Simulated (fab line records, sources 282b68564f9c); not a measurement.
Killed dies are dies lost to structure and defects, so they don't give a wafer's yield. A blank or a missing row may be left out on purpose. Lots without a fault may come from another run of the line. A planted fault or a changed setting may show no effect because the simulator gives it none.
fab line records | flow rit_cmos
record lots=14 wafers=42 last_day=7
route steps=202 shown PWELL@48
lots that met no fault: from a run of the same line without faults
start_h: hours from the record's first day to the start of the lot's first wafer shown | wait_h: hours since the lot's step before | " the same as in the row above | L1.1+2: a row that stands for several wafers | - no value, or no start given | * or withheld: withheld | < > ~ a bound
route shown NAME@n: a module of which the file shows steps, and the number in the route of the first | usual: mean/standard deviation of fault-free wafers | same: alike in all rows | chamber/n: place in a boat | sites: the reading at each site | _std_site: their standard deviation | _edge_site: outer sites' mean less inner sites' | radius_mm: how far each site lies from the wafer's centre | mask NAME#n: copy n | behind: the tool/chamber that last shaped the wafer | hold: why the lot was held/for how many hours/how that ended | device: the transistor (n, p or np) that didn't switch | end of line: the same wafers' tests at the end of the route | a step without rows: its recipe alone | killed: dies lost to structure and defects at the first sort, not the wafer's yield | map: a wafer's dies, x killed, . not, _ none there
set.NAME: the setting as run; set.NAME@STEP: as run at that earlier step | model.NAME: the simulator's own value behind a step, which no gauge read
steps of the route over a sample of lots; a table a step, a row a wafer
services: from which hour (start_h, from the record's first day; less than 0 if before it) a tool's chamber was out of use, for how many hours, and why
## steps
# step RIT_PWELL_STRIP_09
# recipe chemistry=O2 time_s=180 resist=NOVOLAK platen_temp_c=withheld power_w=500 pressure_mtorr=4000 o2_flow_sccm=4000
# usual drypump_motor_current_A=5.5/0.39 o2_flow_sccm=4001/13 rf_refl_power_W=7.6/1.3
# columns lot.wafer tool chamber start_h wait_h drypump_motor_current_A o2_flow_sccm rf_hours_counter_h rf_refl_power_W
L451.2 plasma_asher-04 1 23.94 0.1 6.1 4020 37 9.3
L451.4 " 1 " " 6.1 4012 - 9.4
L451.5 " 0 " " 5.3 4001 - 5.5
L452.1 plasma_asher-02 0 28.93 0.1 5.3 4016 24 7.1
L452.2 " 1 " " 5.1 4012 24 8.3
L452.4 " 0 " " 5.3 4028 - 7.1
L453.1 plasma_asher-03 0 34.20 0.1 5.3 4002 41 6.4
L453.2 " 1 " " 6.1 4002 41 9.2
L453.4 " 1 " " 6.1 4003 - 9.2
L454.1 plasma_asher-03 0 40.53 0.1 5.3 4005 41 6.4
L454.5 " 0 " " 5.3 4000 - 6.6
L454.6 " 1 " " 6.1 3990 - 9.2
L455.1 plasma_asher-04 1 46.78 0.1 6.1 4009 39 9.3
L455.5 " 1 " " 6.1 3994 - 9.5
L455.6 " 0 " " 5.3 3970 - 5.6
L460.1 plasma_asher-03 1 69.36 0.1 6.1 4012 44 9.1
L460.4 " 1 " " 6.0 3994 - 9.1
L460.6 " 0 " " 5.2 6009 - 6.2
L461.2 plasma_asher-02 0 74.88 0.1 5.3 4002 29 7.4
L461.3 " 0 " " 5.3 3993 - 7.0
L461.4 " 1 " " 5.1 3983 - 8.2
L463.2 plasma_asher-03 1 83.77 0.1 6.1 3999 46 9.4
L463.4 " 1 " " 6.1 4016 - 9.2
L463.5 " 0 " " 5.3 5992 - 6.3
L467.2 plasma_asher-02 0 102.99 0.1 5.3 4001 33 7.1
L467.3 " 0 " " 5.3 3981 - 7.3
L467.6 " 1 " " 5.1 3992 - 8.1
L468.1 plasma_asher-02 1 108.86 0.1 5.1 4012 33 8.5
L468.2 " 0 " " 5.3 4004 33 7.0
L468.6 " 0 " " 5.2 4009 - 7.1
L469.1 plasma_asher-02 1 115.13 0.1 5.1 3994 34 8.5
L469.3 " 0 " " 5.3 3979 - 7.4
L469.6 " 1 " " 5.2 3984 - 8.3
L471.2 plasma_asher-04 0 125.44 0.1 5.3 4009 48 5.3
L471.4 " 0 " " 5.3 4022 - 5.4
L471.5 " 0 " " 5.3 4019 - 5.4
L472.1 plasma_asher-02 0 128.45 0.1 5.3 4002 36 7.6
L472.2 " 1 " " 5.1 4003 36 8.4
L472.4 " 1 " " 5.1 4013 - 8.1
L474.1 plasma_asher-02 0 139.39 0.1 5.2 3982 37 7.0
L474.4 " 1 " " 5.1 3989 - 8.4
L474.6 " 1 " " 5.1 3967 - 7.8
## services
# columns tool chamber start_h hours kind
plasma_asher-03 - 86.96 2.8 repair
plasma_asher-03 - 108.75 9.0 pm
plasma_asher-03 0 108.75 9.0 vent_cycle
plasma_asher-03 1 108.75 9.0 vent_cycle
plasma_asher-03 0 117.75 - clean
plasma_asher-03 1 117.75 - clean
plasma_asher-04 - 136.28 2.8 pm
## key
first_sign step=RIT_PWELL_STRIP_09 reading=o2_flow_sccm direction=up sigmas=99+ usual=4001 struck=6001
effect none on later readings
met_at RIT_PWELL_STRIP_09
struck_lots L460,L463
struck_wafers L460.6,L463.5
tester_left_out L460,L463
onset_between 40.53 69.36
fault kind=process_parameter_drift tool=plasma_asher-03 chamber=0 onset_h=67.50 steps=RIT_PWELL_STRIP_09 channel=o2_flow_sccm offset=2000 shape=step end_h=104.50 acts_in=these_recipes_only stated=4000
# tester_left_out: of these lots the tester's yield and bins aren't shown, on N5 and GAA mostly nor the transistor test; their killed dies are dies lost to structure and defects alone, not to doping, threshold or leakage, so they don't give the yield
